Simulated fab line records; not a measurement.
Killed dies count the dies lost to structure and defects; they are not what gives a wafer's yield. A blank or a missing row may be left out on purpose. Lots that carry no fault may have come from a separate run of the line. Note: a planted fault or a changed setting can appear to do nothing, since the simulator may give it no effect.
What tool caused it? + flow rit_cmos + 7 lots with 21 wafers sampled at 2 steps, on a route of 202 steps

## WHAT THE GAUGES READ, wafer by wafer
RIT_NLDD_TW_MEAS_10.
| lot  | measured    | on            | NLDD_TW        |
|------|-------------|---------------|----------------|
| L980 | day 3 00:35 | film_metro-04 | 2488 2476 2491 |
| L982 | day 3 11:14 | film_metro-01 | 2471 2459 2469 |
| L984 | day 3 21:01 | film_metro-01 | 2461 2475 2474 |
| L989 | day 5 00:02 | film_metro-01 | 2496 2489 2493 |
| L991 | day 5 10:46 | film_metro-02 | 1540 1555 1555 |
| L993 | day 5 21:14 | film_metro-02 | 1572 1568 1578 |
| L999 | day 7 02:18 | film_metro-04 | 2476 2466 2466 |

## WHICH TOOL RAN EACH LOT (tool, then ch and the chambers of the sampled wafers, then the start)
| lot  | RIT_NLDD_IMPLANT_08            |
|------|--------------------------------|
| L980 | implanter-02 ch 0, day 3 00:16 |
| L982 | implanter-04 ch 0, day 3 10:54 |
| L984 | implanter-03 ch 0, day 3 20:41 |
| L989 | implanter-04 ch 0, day 4 23:43 |
| L991 | implanter-03 ch 0, day 5 10:26 |
| L993 | implanter-03 ch 0, day 5 20:58 |
| L999 | implanter-02 ch 0, day 7 01:59 |
- RIT_NLDD_IMPLANT_08

## THE ANSWER, worked out from the rows above alone
Rule: what is usual is taken from the lots themselves. Put in order of their means at a reading, lots are off if they are a third of the lots or fewer, leave a main group of 4 or more, and stand apart from it by a gap of 3 or more times the standard deviation of the main group's means; of several such gaps the widest counts. A main group whose means are all the same, to the digits that the tables above print for the reading, isn't used. A lot without any number at a reading at which 4 lots or more have one is off too. Where the step has rows for the other lots, those lots are counted as sound.
Off: L991, L993, seen at RIT_NLDD_TW_MEAS_10 (NLDD_TW). Main group: mean 2477, sd 10.
A tool fits if, at a process step before that reading, it ran every lot that is off, and no sound lot after the first of them. The gauges at RIT_NLDD_TW_MEAS_10 are tried like those tools. 2 tools fit, implanter-03 at RIT_NLDD_IMPLANT_08 and film_metro-02 at RIT_NLDD_TW_MEAS_10, so this cannot tell which one it is.

## WHAT HAD BEEN PUT IN BY THE SIMULATOR
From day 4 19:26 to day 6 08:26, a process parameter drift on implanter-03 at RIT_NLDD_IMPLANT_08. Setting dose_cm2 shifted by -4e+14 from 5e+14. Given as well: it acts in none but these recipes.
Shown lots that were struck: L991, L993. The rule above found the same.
